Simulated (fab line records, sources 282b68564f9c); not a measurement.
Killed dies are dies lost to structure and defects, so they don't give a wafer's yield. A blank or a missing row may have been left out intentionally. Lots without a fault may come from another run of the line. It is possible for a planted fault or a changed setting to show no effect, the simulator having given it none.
Problem report in the 8D (eight disciplines) form, filled by code :: flow rit-cmos :: the parts of the form that need people (team, actions taken, sign-off) are left out

1. PROBLEM STATEMENT
M1_AL_RS at RIT_M1_RS_MEAS_01 reads a mean of 0.0656 ohm/sq on 2 wafers of 2 lots; wafers without a fault read 0.0733 ohm/sq with a standard deviation of 0.00061. That puts it -13 standard deviations away from the usual mean.
The step: measures by four-point-probe.
Seen first at day 6 00:34 on film-metro-02, wafer L607.1. The record has a number at this step for 18 wafers belonging to 6 lots. By rule, "out" or "out of limits" means more than 4 standard deviations away from the usual mean. Any other wafer with a number is counted as sound.

2. WHAT IT IS, AND WHAT IT ISN'T
question: which readings at this step
is: M1_AL_RS
is not: -

question: which lots
is: L607, L609
is not: L596, L597, L612, L616

question: which wafers of those lots
is: L607.1, L609.1
is not: L607.2, L607.3, L609.4, L609.5

question: read on which gauges
is: film-metro-02, film-metro-03
is not: film-metro-04

question: when
is: from day 6 00:34
is not: up to then (8 sound wafers); but 8 sound wafers of L609, L612, L616 came after

3. SUSPECTS, AND WHAT RULES EACH OUT
Counting: if a tool at a process step up to the reading ran every lot that is out, it stays a suspect. Sound lots after the first of them don't rule it out here, since some wafers of a struck lot are sound.
- ruled out: the gauge at RIT_M1_RS_MEAS_01. 2 gauges (film-metro-02, film-metro-03) read the wafers that are out.
- rie-diel-03 at RIT_CONTACT_ETCH_11 (etches SiO2 in CHF3/CF4/Ar, stops on TiSi2, target depth 480 nm, time 320 s): kept. It ran every lot that is out, first L607 (day 5 23:25); its last sound lot up to then is L597 (day 3 18:58).
- pvd-sputter-02 at RIT_M1_SPUTTER_00 (material Al, target thk 400 nm, time 500 s): kept. It ran every lot that is out, first L607 (day 6 00:16); its last sound lot up to then is L597 (day 3 19:49).
Remaining after the count are rie-diel-03 at RIT_CONTACT_ETCH_11 and pvd-sputter-02 at RIT_M1_SPUTTER_00.

4. THE CAUSE (what the simulator had put in)
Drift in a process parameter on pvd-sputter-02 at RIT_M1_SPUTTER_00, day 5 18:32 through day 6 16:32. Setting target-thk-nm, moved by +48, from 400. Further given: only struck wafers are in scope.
Counting leaves 2 suspects; this tool is one of them.

5. THE EFFECT CHAIN, in route order
Each row: a reading whose mean over the struck wafers that have a number lies more than 3 standard deviations from the usual. Scope: only readings with a usual standard deviation given in the record; hours: median across lots of the time from each lot's start at the first step in this table that gives one to its start at this step; sigmas: change in usual standard deviations.
hours: 0
step: RIT_M1_RS_MEAS_01
reading: M1_AL_RS
usual: 0.0733 ohm/sq
on struck wafers: 0.0656
change: -0.0077
sigmas: -13

hours: 0
step: RIT_M1_THK_MEAS_02
reading: M1_AL_THK
usual: 397 nm
on struck wafers: 442
change: +46
sigmas: +11

hours: 1
step: RIT_M1_METAL_ETCH_12
reading: oes-product-au
usual: 0.786 a.u.
on struck wafers: 0.835
change: +0.049
sigmas: +3.8
Process steps it contains:
- RIT_M1_METAL_ETCH_12: etches Al in Cl2/BCl3, stops on SiO2, time 165 s, target depth 600 nm.
Later measuring or inspecting steps at which every struck wafer that the step has a row for has a number for every such reading, and none has moved that far: RIT_M1_CD_MEAS_09, RIT_M1_OVL_MEAS_10.

6. HOW IT WOULD HAVE BEEN CAUGHT EARLIER
6 hours passed between the start of the fault at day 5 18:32 and the first reading out of limits at a measuring or inspecting step in this record, taken at day 6 00:34.
No tool reading at RIT_M1_SPUTTER_00 that has a usual standard deviation in the record was out on any struck wafer, so an alarm limit of 4 standard deviations on those readings would not have fired.
Of the lots that are out (2), L609 began RIT_M1_SPUTTER_00 on pvd-sputter-02 after day 6 00:34. Holding the tool at that time would have saved it.
